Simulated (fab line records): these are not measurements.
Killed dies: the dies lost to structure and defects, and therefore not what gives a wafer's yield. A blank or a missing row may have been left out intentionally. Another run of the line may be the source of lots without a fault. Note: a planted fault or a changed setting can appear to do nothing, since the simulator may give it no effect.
A lot that was struck, set against a sound lot	flow ritCmos	19 out of 202 route steps
Sound: wafers L469.1, L469.2, L469.6. Struck: wafers L474.2, L474.5, L474.6. The cause is given at the end.
Each step with rows lists, per side, the tool, then ch with its chambers, then its first start. Under that, the readings that differ: sound wafers	struck wafers	difference of the means	sigmas: that difference in standard deviations of wafers without a fault.
alike: words and numbers the same on both sides, and readings whose means are apart by under 2 such deviations; not compared: readings that were withheld, readings missing a value for some wafer, numbers with overlapping values and no deviation given by the record, and bounds like >300 which may hide the same value.
Wherever a step has rows on one side only, a row that says differs or no value, or a row with sigmas, the two part there. When numbers do not overlap yet have no deviation, they are printed without sigmas and do not part them. A reading missing from all wafers of one side parts the sides only when that side holds two or more wafers.

RIT_SILICIDE_RS_MEAS_02: measures by four-point-probe.
  sound on filmMetro-03, day 4 22:51; struck on filmMetro-01, day 5 20:25
  alike: SILICIDE_TI_RS
RIT_SILICIDE_THK_MEAS_03: measures by xrf.
  sound on filmMetro-03, day 4 22:58; struck on filmMetro-01, day 5 20:31
  alike: SILICIDE_TI_THK
RIT_SILICIDE_RTA_04: time 10 s, ramp up 5 s, ramp down 5 s.
  sound on rtpAnneal-02 ch 0, day 4 23:02; struck on rtpAnneal-01 ch 0, day 5 20:35
  alike: wafer_temp_C_max
then, 1 step without rows for these wafers: RIT_SILICIDE_WET_ETCH_05 (etches Ti in SPM, time 120 s).
RIT_SILICIDE_RTA_06: time 10 s, ramp up 5 s, ramp down 10 s.
  sound on rtpAnneal-01 ch 0, day 4 23:08; struck on rtpAnneal-02 ch 0, day 5 20:42
reading	sound	struck	difference	sigmas
wafer_temp_C_max	754.3 754.9 754.4	753.9 751.6 753.0	-1.7	-2
RIT_CONTACT_CVD_00: deposits SiO2 from TEOS, target thk 400 nm, time 61 s.
  sound on pecvd-02 ch 0,1, day 4 23:13; struck on pecvd-02 ch 0,1, day 5 20:45
  alike: heaterPowerW
RIT_CONTACT_THK_MEAS_01:
  sound on filmMetro-02, day 4 23:16; struck on filmMetro-04, day 5 20:49
  alike: CONTACT_TEOS_THK
then, 5 steps without rows for these wafers: RIT_CONTACT_HMDS_02 (prime time 60 s); RIT_CONTACT_COAT_03 (resist thk 1000 nm); RIT_CONTACT_SOFTBAKE_04 (time 60 s); RIT_CONTACT_EXPOSE_05 (exposes mask M11, target cd 1000 nm); RIT_CONTACT_PEB_06.
RIT_CONTACT_DEVELOP_07: develop time 120 s.
  sound on lithoTrack-03 ch 0, day 5 00:00; struck on lithoTrack-02 ch 0, day 5 21:00
  alike: chillPlateTempC
RIT_CONTACT_CD_MEAS_08: target cd 1000 nm.
  sound on cdSem-02, day 5 00:17; struck on cdSem-02, day 5 21:55
reading	sound	struck	difference	sigmas
cdNm (nm)	1000.6 999.1 1001.4	1025.2 1023.8 1024.1	+24.0	+13
RIT_CONTACT_OVL_MEAS_09:
  sound on overlay-01, day 5 00:24; struck on overlay-02, day 5 22:01
  alike: CONTACT_OVL
then, 1 step without rows for these wafers: RIT_CONTACT_HARDBAKE_10 (time 60 s).
RIT_CONTACT_ETCH_11: etches SiO2 in CHF3/CF4/Ar, stops on TiSi2, target depth 480 nm, time 320 s.
  sound on rieDiel-03 ch 0,2, day 5 00:35; struck on rieDiel-04 ch 1,2,3, day 5 22:11
reading	sound	struck	difference	sigmas
model.CONTACT.cdNm (nm)	1001 999.3 1001	1026 1024 1024	+24	
  alike: drypumpMotorCurrentA, oesProductAu, throttleValvePct
  not compared: rfHoursCounterH
RIT_CONTACT_STRIP_12: strips in O2, time 180 s.
  sound on plasmaAsher-01 ch 0,1, day 5 00:47; struck on plasmaAsher-01 ch 0,1, day 5 22:23
  alike: drypumpMotorCurrentA
  not compared: rfHoursCounterH
RIT_M1_PROBE_99:
  sound on prober-01, day 5 06:10; struck on prober-01, day 6 03:43
reading	sound	struck	difference	sigmas
model.etest.contactToGate.bvLeftV (V)	88.88 90.05 87.83	82.67 85.71 84.84	-4.51	
model.etest.contactToGate.bvRightV (V)	92.72 93.82 90.58	83.68 83.65 81.77	-9.34	
  alike: killedAtContacts, killedAtFrontEnd, killedDies, killedOpen, killedShort

## WHERE THEY PART
First at RIT_SILICIDE_RTA_06; last, within this record, at RIT_CONTACT_CD_MEAS_08. Later steps at which nothing parts them and some readings are alike: RIT_CONTACT_OVL_MEAS_09, RIT_CONTACT_ETCH_11, RIT_CONTACT_STRIP_12, RIT_M1_PROBE_99.

WHY: what had been put in by the simulator
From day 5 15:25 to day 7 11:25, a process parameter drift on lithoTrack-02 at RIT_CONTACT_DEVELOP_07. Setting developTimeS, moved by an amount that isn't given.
